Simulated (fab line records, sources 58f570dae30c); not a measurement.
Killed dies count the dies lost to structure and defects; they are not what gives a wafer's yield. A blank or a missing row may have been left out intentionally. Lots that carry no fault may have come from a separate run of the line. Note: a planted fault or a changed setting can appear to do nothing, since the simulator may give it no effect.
fab line records	flow berkeley-cmos170
record lots=14	wafers=42	last-day=11
route steps=331 shown NSD@194 CONTACT@232 M1@250 M2@273
lots with no fault: from the same line, run without faults
start-h: hours from the record's opening day to when the first of the lot's shown wafers began	wait-h: hours since the lot's step before	" identical to the entry in the row above	L1.1+2: a single row standing in for several wafers	- value missing, or start not given	* or withheld: withheld	< > ~ a bound
route shown NAME@n: a module of which the file shows steps, and the number in the route of the first	usual: mean/standard deviation of fault-free wafers	same: alike in all rows	chamber/n: place in a boat	sites: readings site by site	_std_site: the values' standard deviation	_edge_site: inner sites' mean taken away from outer sites' mean	radius-mm: how far each site lies from the wafer's centre	mask NAME#n: copy n	behind: the last tool/chamber to shape the wafer	hold: what put the lot on hold/how long, in hours/how the hold closed	device: the n, p or np transistor that did not switch	end of line: the same wafers' tests at the end of the route	a step with no rows: only its recipe	killed: at the first sort, the dies lost to defects and structure; wafer yield is something else	map: shows each die of a wafer: x if killed, . if not, _ if none is there
set.NAME: the run value of the setting; set.NAME@STEP: its run value at that earlier step	model.NAME: the simulator's own value behind a step, which no gauge read
steps of the route over a sample of lots; a table a step, a row a wafer
services: the hour from which a tool's chamber was out of use, counted from the record's first day as start-h (under 0 if before that day), plus the number of hours and why
## steps
# step UCB170_NSD_OVL_MEAS_07
# usual NSD_OVL=0/5.6
lot.wafer	tool	chamber	start-h	wait-h	NSD_OVL[nm]
L154.1	overlay-01	-	129.98	0.1	-7
L154.2	"	-	"	"	-4
L154.4	"	-	"	"	0
L155.1	overlay-01	-	130.22	0.1	10
L155.3	"	-	"	"	7
L155.6	"	-	"	"	7
L153.1	overlay-01	-	130.46	0.1	-1
L153.2	"	-	"	"	-12
L153.5	"	-	"	"	-6
L157.1	overlay-01	-	151.17	0.1	3
L157.2	"	-	"	"	-2
L157.3	"	-	"	"	-3
L159.3	overlay-01	-	154.59	0.1	-3
L159.5	"	-	"	"	1
L159.6	"	-	"	"	-2
L160.1	overlay-01	-	163.31	0.1	-11
L160.3	"	-	"	"	2
L160.6	"	-	"	"	10
L161.1	overlay-02	-	182.46	0.1	2
L161.3	"	-	"	"	-6
L161.4	"	-	"	"	-6
L169.2	overlay-01	-	205.70	0.1	-3
L169.3	"	-	"	"	1
L169.4	"	-	"	"	-3
L168.4	overlay-02	-	206.32	0.1	-3
L168.5	"	-	"	"	-1
L168.6	"	-	"	"	-4
L170.1	overlay-02	-	207.68	0.1	9
L170.3	"	-	"	"	7
L170.5	"	-	"	"	11
L166.3	overlay-02	-	208.01	0.1	-3
L166.4	"	-	"	"	0
L166.5	"	-	"	"	0
L167.2	overlay-01	-	208.41	0.1	5
L167.5	"	-	"	"	2
L167.6	"	-	"	"	4
L173.2	overlay-01	-	229.92	0.1	7
L173.3	"	-	"	"	4
L173.5	"	-	"	"	2
L171.4	overlay-02	-	230.54	0.1	-10
L171.5	"	-	"	"	-10
L171.6	"	-	"	"	-7
# step UCB170_CONTACT_OVL_MEAS_16
# usual CONTACT_OVL=-2/5.9
lot.wafer	tool	chamber	start-h	wait-h	CONTACT_OVL[nm]
L154.1	overlay-02	-	136.73	0.1	2
L154.2	"	-	"	"	-1
L154.4	"	-	"	"	-9
L153.1	overlay-01	-	136.98	0.1	-13
L153.2	"	-	"	"	-13
L153.5	"	-	"	"	-9
L155.1	overlay-02	-	137.09	0.1	-12
L155.3	"	-	"	"	-8
L155.6	"	-	"	"	-10
L157.1	overlay-01	-	157.74	0.1	5
L157.2	"	-	"	"	-3
L157.3	"	-	"	"	-1
L159.3	overlay-02	-	162.16	0.1	-7
L159.5	"	-	"	"	0
L159.6	"	-	"	"	2
L160.1	overlay-02	-	171.45	0.1	-5
L160.3	"	-	"	"	-2
L160.6	"	-	"	"	9
L161.1	overlay-01	-	190.65	0.1	0
L161.3	"	-	"	"	-4
L161.4	"	-	"	"	0
L169.2	overlay-02	-	212.82	0.1	-3
L169.3	"	-	"	"	1
L169.4	"	-	"	"	-1
L168.4	overlay-02	-	213.08	0.1	-9
L168.5	"	-	"	"	-7
L168.6	"	-	"	"	-12
L170.1	overlay-02	-	214.29	0.1	9
L170.3	"	-	"	"	2
L170.5	"	-	"	"	6
L166.3	overlay-02	-	214.85	0.1	-2
L166.4	"	-	"	"	-4
L166.5	"	-	"	"	-2
L167.2	overlay-02	-	215.08	0.1	-3
L167.5	"	-	"	"	-2
L167.6	"	-	"	"	-1
L173.2	overlay-02	-	237.03	0.1	4
L173.3	"	-	"	"	11
L173.5	"	-	"	"	17
L171.4	overlay-01	-	237.42	0.1	-7
L171.5	"	-	"	"	2
L171.6	"	-	"	"	-9
# step UCB170_M1_METAL_ETCH_12
# recipe chemistry=Cl2/BCl3	target=Al	stop-on=PSG	pressure-mtorr=12	target-depth-a=7800	over-etch-frac=0.3	time-s=130	icp-w=600	bias-w=120	Cl2_flow_sccm=90	bcl3-flow-sccm=45
# usual bcl3-flow-sccm=45.00/0.12	bias-w=119.9/0.32	drypump-motor-current-A=5.6/0.6	oes-product-au=0.860/0.012	rf-fwd-power-W=597.1/1.8	throttle-valve-pct=24.45/0.28
lot.wafer	tool	chamber	start-h	wait-h	bcl3-flow-sccm	bias-w	drypump-motor-current-A	oes-product-au	rf-fwd-power-W	rf-hours-counter-h	throttle-valve-pct
L154.1	rie-metal-01	0	138.95	-	44.97	119.2	6.5	0.863	595.5	4	24.66
L154.2	"	1	"	"	45.19	120.1	5.5	0.863	599.1	7	24.51
L154.4	"	1	"	"	45.03	119.8	5.6	0.855	598.6	-	24.53
L153.1	rie-metal-03	1	139.12	-	45.07	119.6	5.2	0.849	596.9	39	24.88
L153.2	"	0	"	"	44.90	120.1	4.9	0.872	598.5	6	24.07
L153.5	"	1	"	"	45.08	120.5	5.2	0.849	598.0	-	24.87
L155.1	rie-metal-02	1	139.46	-	45.01	120.7	5.4	0.871	597.4	1	24.32
L155.3	"	0	"	"	44.94	119.9	6.3	0.851	597.1	-	24.26
L155.6	"	1	"	"	44.92	120.4	5.4	0.871	600.0	-	24.34
L157.1	rie-metal-01	1	159.76	-	45.18	119.4	5.6	0.865	598.3	8	24.52
L157.2	"	0	"	"	44.88	120.3	6.5	0.863	598.8	4	24.64
L157.3	"	0	"	"	44.89	119.9	6.5	0.868	600.0	-	24.67
L159.3	rie-metal-01	1	164.32	-	44.88	119.8	5.6	0.866	599.6	-	24.52
L159.5	"	0	"	"	44.86	120.4	6.5	0.865	594.2	-	24.67
L159.6	"	1	"	"	44.90	119.8	5.5	0.870	598.9	-	24.51
L160.1	rie-metal-03	0	174.25	-	44.86	119.5	4.9	0.875	594.2	7	24.08
L160.3	"	1	"	"	45.01	119.4	5.2	0.844	592.1	-	24.87
L160.6	"	0	"	"	44.92	120.0	4.9	0.875	594.6	-	24.07
L161.1	rie-metal-02	1	193.53	-	44.98	120.5	5.4	0.871	596.3	2	24.33
L161.3	"	1	"	"	44.96	119.9	5.4	0.862	598.3	-	24.34
L161.4	"	0	"	"	44.99	120.3	6.3	0.840	598.3	-	24.27
L169.2	rie-metal-01	1	215.40	-	45.00	120.4	5.5	0.863	596.4	9	24.49
L169.3	"	1	"	"	45.06	120.4	5.6	0.882	597.9	-	24.50
L169.4	"	0	"	"	44.94	120.2	6.5	0.873	599.1	-	24.67
L168.4	rie-metal-03	1	215.92	-	45.24	120.0	5.2	0.851	595.4	-	24.86
L168.5	"	1	"	"	44.99	120.2	5.2	0.853	595.7	-	24.87
L168.6	"	0	"	"	44.77	120.2	4.9	0.793	356.8	-	24.13
L170.1	rie-metal-02	1	216.46	-	44.99	119.8	5.4	0.857	594.5	3	24.34
L170.3	"	0	"	"	45.02	119.7	6.3	0.845	597.9	-	24.28
L170.5	"	0	"	"	44.97	119.9	6.4	0.843	596.1	-	24.26
L166.3	rie-metal-01	1	217.37	-	45.01	119.6	5.6	0.868	597.0	-	24.50
L166.4	"	0	"	"	44.94	119.5	6.5	0.863	597.1	-	24.68
L166.5	"	0	"	"	44.96	120.1	6.5	0.860	594.2	-	24.66
L167.2	rie-metal-03	1	217.57	-	44.80	120.0	5.2	0.849	595.1	1	24.87
L167.5	"	0	"	"	44.96	120.0	4.9	0.794	356.9	-	24.12
L167.6	"	1	"	"	44.91	119.6	5.2	0.837	592.8	-	24.87
L173.2	rie-metal-01	1	239.13	-	44.91	119.1	5.5	0.868	598.7	9	24.51
L173.3	"	0	"	"	45.09	119.6	6.5	0.878	597.1	-	24.65
L173.5	"	0	"	"	44.94	119.4	6.5	0.871	597.5	-	24.65
L171.4	rie-metal-02	1	239.34	-	45.01	120.2	5.4	0.868	598.2	-	24.35
L171.5	"	1	"	"	44.91	119.7	5.4	0.872	599.7	-	24.33
L171.6	"	0	"	"	45.08	120.4	6.3	0.840	596.4	-	24.27
# step UCB170_M1_CD_MEAS_90
# recipe target-cd-nm=700
# usual cd-nm=699.7/1.9
lot.wafer	tool	chamber	start-h	wait-h	cd-nm
L154.1	cd-sem-02	-	139.18	0.1	697.7
L154.2	"	-	"	"	698.2
L154.4	"	-	"	"	697.0
L153.1	cd-sem-02	-	139.35	0.1	703.3
L153.2	"	-	"	"	698.6
L153.5	"	-	"	"	702.1
L155.1	cd-sem-01	-	139.70	0.1	702.8
L155.3	"	-	"	"	700.9
L155.6	"	-	"	"	702.0
L157.1	cd-sem-01	-	159.99	0.1	700.7
L157.2	"	-	"	"	698.5
L157.3	"	-	"	"	699.7
L159.3	cd-sem-01	-	164.55	0.1	695.8
L159.5	"	-	"	"	697.0
L159.6	"	-	"	"	699.4
L160.1	cd-sem-02	-	174.49	0.1	696.1
L160.3	"	-	"	"	702.2
L160.6	"	-	"	"	695.7
L161.1	cd-sem-02	-	193.85	0.2	701.2
L161.3	"	-	"	"	701.1
L161.4	"	-	"	"	700.4
L169.2	cd-sem-02	-	215.82	0.2	701.9
L169.3	"	-	"	"	700.9
L169.4	"	-	"	"	700.4
L168.4	cd-sem-02	-	216.17	0.1	702.5
L168.5	"	-	"	"	700.3
L168.6	"	-	"	"	712.5
L170.1	cd-sem-02	-	216.69	0.1	700.5
L170.3	"	-	"	"	700.0
L170.5	"	-	"	"	699.5
L166.3	cd-sem-02	-	217.63	0.1	698.4
L166.4	"	-	"	"	698.8
L166.5	"	-	"	"	698.5
L167.2	cd-sem-02	-	217.89	0.1	699.6
L167.5	"	-	"	"	712.3
L167.6	"	-	"	"	701.7
L173.2	cd-sem-02	-	239.38	0.1	701.0
L173.3	"	-	"	"	700.0
L173.5	"	-	"	"	699.9
L171.4	cd-sem-02	-	239.59	0.1	697.8
L171.5	"	-	"	"	700.9
L171.6	"	-	"	"	698.7
# step UCB170_M2_RS_MEAS_02
# recipe thk-meas-gauge=four-point-probe	reads=Al_of_M2_SPUTTER_01
# usual M2_AL_RS=0.03222/0.00025
lot.wafer	tool	chamber	start-h	wait-h	M2_AL_RS[ohm/sq]
L154.1	film-metro-03	-	147.05	0.0	0.03242
L154.2	"	-	"	"	0.0324
L154.4	"	-	"	"	0.03269
L155.1	film-metro-02	-	147.24	0.0	0.03194
L155.3	"	-	"	"	0.03212
L155.6	"	-	"	"	0.03198
L153.1	film-metro-03	-	147.60	0.0	0.03217
L153.2	"	-	"	"	0.03237
L153.5	"	-	"	"	0.03226
L157.1	film-metro-03	-	168.53	0.0	0.03196
L157.2	"	-	"	"	0.03212
L157.3	"	-	"	"	0.03215
L159.3	film-metro-03	-	172.96	0.1	0.0323
L159.5	"	-	"	"	0.03209
L159.6	"	-	"	"	0.03222
L160.1	film-metro-04	-	183.53	0.0	0.03226
L160.3	"	-	"	"	0.03254
L160.6	"	-	"	"	0.03261
L161.1	film-metro-02	-	200.33	0.0	0.03213
L161.3	"	-	"	"	0.03236
L161.4	"	-	"	"	0.03235
L169.2	film-metro-04	-	224.04	0.1	0.0322
L169.3	"	-	"	"	0.03196
L169.4	"	-	"	"	0.03248
L170.1	film-metro-03	-	224.17	0.0	0.03205
L170.3	"	-	"	"	0.03209
L170.5	"	-	"	"	0.03185
L168.4	film-metro-02	-	224.38	0.1	0.03225
L168.5	"	-	"	"	0.03242
L166.3	film-metro-04	-	224.63	0.1	0.0317
L166.4	"	-	"	"	0.03217
L166.5	"	-	"	"	0.03233
L167.2	film-metro-02	-	224.88	0.1	0.03203
L167.6	"	-	"	"	0.03184
L171.4	film-metro-03	-	247.56	0.1	0.03234
L171.5	"	-	"	"	0.03231
L171.6	"	-	"	"	0.03225
L173.2	film-metro-04	-	247.72	0.1	0.03257
L173.3	"	-	"	"	0.03281
L173.5	"	-	"	"	0.03282
## services
tool	chamber	start-h	hours	kind
rie-metal-01	-	142.60	0.8	repair
rie-metal-03	1	144.37	-	clean
rie-metal-03	1	144.37	23.1	scheduled-down
rie-metal-03	1	144.37	23.1	vent-cycle
rie-metal-02	1	227.96	5.0	repair
rie-metal-03	-	238.09	14.6	pm
## key
first-sign step=UCB170_M1_METAL_ETCH_12	reading=rf-fwd-power-W	direction=down	sigmas=99+	usual=597.1	struck=356.9
effect step=UCB170_M1_METAL_ETCH_12	reading=oes-product-au	direction=down	sigmas=5.7	usual=0.860	struck=0.793
effect step=UCB170_M1_CD_MEAS_90	reading=cd-nm	direction=up	sigmas=6.8	usual=699.7	struck=712.4
met-at UCB170_M1_METAL_ETCH_12
struck-lots L167,L168
struck-wafers L167.5,L168.6
later-rows-left-out L167.5,L168.6
sort-left-out L167.5,L168.6
not-acting-at UCB170_NSD_OVL_MEAS_07,UCB170_CONTACT_OVL_MEAS_16,UCB170_M2_RS_MEAS_02
onset-between 174.25 215.92
fault kind=process-parameter-drift	tool=rie-metal-03	chamber=0	onset-h=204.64	steps=UCB170_M1_METAL_ETCH_12	channel=icp-w	offset=-240	shape=step	end-h=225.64	acts-in=these-recipes-only	stated=600
# sort-left-out: the simulated sort isn't trusted on such a fault, so these wafers' sort isn't shown, and their yield isn't known
# later-rows-left-out: the simulator's readings of these wafers behind a module that went badly wrong aren't trusted and aren't shown, but for the sort
